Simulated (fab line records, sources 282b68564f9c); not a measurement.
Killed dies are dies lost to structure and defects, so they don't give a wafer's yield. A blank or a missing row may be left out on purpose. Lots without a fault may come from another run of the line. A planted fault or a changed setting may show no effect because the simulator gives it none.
A struck lot beside a sound one | flow rit_cmos | 43 steps out of a route of 202
Sound: wafers L260.2, L260.5, L260.6. Struck: wafers L268.2, L268.3, L268.5. The cause comes at the end.
At each step with rows: each side's tool, then ch and its chambers, then its first start. Under that, the readings that differ: sound wafers | struck wafers | difference of the means | sigmas: that difference in standard deviations of wafers without a fault.
alike: readings whose means differ by less than 2 such deviations, and words and numbers that are the same on both sides. not compared: withheld readings, readings that some wafer has no value for, bounds like >300 that may hide the same value, and numbers for which the record gives no deviation and whose values overlap.
The two part at a step that has a row with sigmas, a row that says differs or no value, or rows on one side only. Numbers that don't overlap but have no deviation are shown without sigmas and don't part them. A reading that every wafer of one side lacks parts them only if that side has two wafers or more.

first, 3 steps without rows for these wafers: RIT_SDANNEAL_CLEAN_00 (cleans in SC1, time 600 s); RIT_SDANNEAL_CLEAN_01 (cleans in dHF, time 30 s); RIT_SDANNEAL_CLEAN_02 (cleans in SC2, time 600 s).
RIT_SDANNEAL_RTA_03: time 5 s.
  sound on rtp_anneal-02 ch 0, day 4 12:57; struck on rtp_anneal-02 ch 0, day 6 04:00
  alike: wafer_temp_C_max
RIT_SDANNEAL_RS_MEAS_04: measures by four-point-probe.
  sound on film_metro-03, day 4 13:01; struck on film_metro-04, day 6 04:04
  alike: PSD_RS
RIT_SDANNEAL_RS_MEAS_05: measures by four-point-probe.
  sound on film_metro-03, day 4 13:08; struck on film_metro-04, day 6 04:11
  alike: NSD_RS
RIT_SDANNEAL_RS_MEAS_06: measures by four-point-probe.
  sound on film_metro-03, day 4 13:16; struck on film_metro-04, day 6 04:19
  alike: PLDD_RS
RIT_SDANNEAL_RS_MEAS_07: measures by four-point-probe.
  sound on film_metro-03, day 4 13:23; struck on film_metro-04, day 6 04:26
  alike: NLDD_RS
then, 1 step without rows for these wafers: RIT_SILICIDE_WET_ETCH_00 (etches SiO2 in BOE, target depth 14 nm, time 15 s).
RIT_SILICIDE_SPUTTER_01: material Ti, target thk 30 nm, time 229.5 s.
  sound on pvd_sputter-04, day 4 13:30; struck on pvd_sputter-01, day 6 04:32
  alike: throttle_valve_pct
RIT_SILICIDE_RS_MEAS_02: measures by four-point-probe.
  sound on film_metro-01, day 4 13:40; struck on film_metro-03, day 6 04:43
  alike: SILICIDE_TI_RS
RIT_SILICIDE_THK_MEAS_03: measures by xrf.
  sound on film_metro-01, day 4 13:47; struck on film_metro-03, day 6 04:49
  alike: SILICIDE_TI_THK
RIT_SILICIDE_RTA_04: time 10 s, ramp up 5 s, ramp down 5 s.
  sound on rtp_anneal-01 ch 0, day 4 13:50; struck on rtp_anneal-01 ch 0, day 6 04:53
  alike: wafer_temp_C_max
then, 1 step without rows for these wafers: RIT_SILICIDE_WET_ETCH_05 (etches Ti in SPM, time 120 s).
RIT_SILICIDE_RTA_06: time 10 s, ramp up 5 s, ramp down 10 s.
  sound on rtp_anneal-02 ch 0, day 4 13:56; struck on rtp_anneal-02 ch 0, day 6 04:59
  reading          | sound             | struck            | difference | sigmas
  wafer_temp_C_max | 754.3 754.6 756.0 | 754.2 752.1 753.1 | -1.8       | -2
then, 1 step without rows for these wafers: RIT_CONTACT_CVD_00 (deposits SiO2 from TEOS, target thk 400 nm, time 61 s).
RIT_CONTACT_THK_MEAS_01:
  sound on film_metro-01, day 4 14:04; struck on film_metro-01, day 6 05:07
  alike: CONTACT_TEOS_THK
then, 6 steps without rows for these wafers: RIT_CONTACT_HMDS_02 (prime time 60 s); RIT_CONTACT_COAT_03 (resist thk 1000 nm); RIT_CONTACT_SOFTBAKE_04 (time 60 s); RIT_CONTACT_EXPOSE_05 (exposes mask M11, target cd 1000 nm); RIT_CONTACT_PEB_06; RIT_CONTACT_DEVELOP_07 (develop time 120 s).
RIT_CONTACT_CD_MEAS_08: target cd 1000 nm.
  sound on cd_sem-01, day 4 15:13; struck on cd_sem-02, day 6 06:09
  alike: cd_nm
RIT_CONTACT_OVL_MEAS_09:
  sound on overlay-02, day 4 15:20; struck on overlay-01, day 6 06:15
  alike: CONTACT_OVL
then, 2 steps without rows for these wafers: RIT_CONTACT_HARDBAKE_10 (time 60 s); RIT_CONTACT_ETCH_11 (etches SiO2 in CHF3/CF4/Ar, stops on TiSi2, target depth 480 nm, time 320 s).
RIT_CONTACT_STRIP_12: strips in O2, time 180 s.
  sound on plasma_asher-02 ch 0,1, day 4 15:42; struck on plasma_asher-03 ch 0,1, day 6 06:44
  alike: drypump_motor_current_A
  not compared: rf_hours_counter_h
RIT_CONTACT_CD_MEAS_90: target cd 1000 nm.
  sound on cd_sem-02, day 4 15:54; struck on cd_sem-02, day 6 06:55
  alike: cd_nm
then, 2 steps without rows for these wafers: RIT_CONTACT_CLEAN_13 (cleans in SC1, time 600 s); RIT_CONTACT_CLEAN_14 (cleans in SC2, time 600 s).
RIT_M1_SPUTTER_00: material Al, target thk 400 nm, time 500 s.
  sound on pvd_sputter-02, day 4 16:21; struck on pvd_sputter-02, day 6 07:22
  alike: throttle_valve_pct
RIT_M1_RS_MEAS_01: measures by four-point-probe.
  sound on film_metro-02, day 4 16:40; struck on film_metro-02, day 6 07:41
  alike: M1_AL_RS
RIT_M1_THK_MEAS_02: measures by xrf.
  sound on film_metro-02, day 4 16:46; struck on film_metro-02, day 6 07:48
  alike: M1_AL_THK
then, 6 steps without rows for these wafers: RIT_M1_HMDS_03 (prime time 60 s); RIT_M1_COAT_04 (resist thk 1300 nm); RIT_M1_SOFTBAKE_05 (time 60 s); RIT_M1_EXPOSE_06 (exposes mask M12, target cd 2600 nm); RIT_M1_PEB_07; RIT_M1_DEVELOP_08 (develop time 68 s).
RIT_M1_CD_MEAS_09: target cd 2600 nm.
  sound on cd_sem-02, day 4 17:51; struck on cd_sem-02, day 6 08:52
  alike: cd_nm
RIT_M1_OVL_MEAS_10:
  sound on overlay-02, day 4 17:57; struck on overlay-02, day 6 08:59
  alike: M1_OVL
RIT_M1_PROBE_99:
  sound on prober-01, day 4 20:32; struck on prober-01, day 6 12:40
  reading                                          | sound                  | struck                  | difference | sigmas
  model.etest.contact_pplus.end_ohm_um             | 41.46 41.34 41.11      | 47.53 45.9 46.73        | +5.42      |
  model.etest.npoly_line.rs_ohm_sq_rim_less_centre | -0.06117 0.107 0.326   | -1.53 -1.642 -1.751     | -1.76      |
  model.etest.npoly_line.rs_ohm_sq_range           | 0.3382 0.6326 0.4486   | 1.687 1.772 1.894       | +1.311     |
  model.etest.npoly_line.rs_ohm_sq                 | 17.6 17.53 17.66       | 16.64 16.82 16.67       | -0.89      |
  model.etest.ppoly_line.rs_ohm_sq                 | 17.11 17.05 17.01      | 16.26 16.05 16.13       | -0.91      |
  model.etest.nplus_sal.rs_ohm_sq_rim_less_centre  | 0.08042 0.1031 0.08878 | -0.3925 -0.3732 -0.3931 | -0.4770    |
  model.etest.nplus_sal.rs_ohm_sq_range            | 0.1191 0.1159 0.1386   | 0.4028 0.4146 0.4195    | +0.2878    |
  alike: killed_at_contacts, killed_at_front_end, killed_dies, killed_open, killed_short
  not compared: model.etest.contact_nplus.end_ohm_um

WHERE THEY PART
Only at RIT_SILICIDE_RTA_06, within this record. Later steps at which nothing parts them and some readings are alike: RIT_CONTACT_THK_MEAS_01, RIT_CONTACT_CD_MEAS_08, RIT_CONTACT_OVL_MEAS_09, RIT_CONTACT_STRIP_12, RIT_CONTACT_CD_MEAS_90, RIT_M1_SPUTTER_00, RIT_M1_RS_MEAS_01, RIT_M1_THK_MEAS_02, RIT_M1_CD_MEAS_09, RIT_M1_OVL_MEAS_10, RIT_M1_PROBE_99.

WHY: what the simulator had put in
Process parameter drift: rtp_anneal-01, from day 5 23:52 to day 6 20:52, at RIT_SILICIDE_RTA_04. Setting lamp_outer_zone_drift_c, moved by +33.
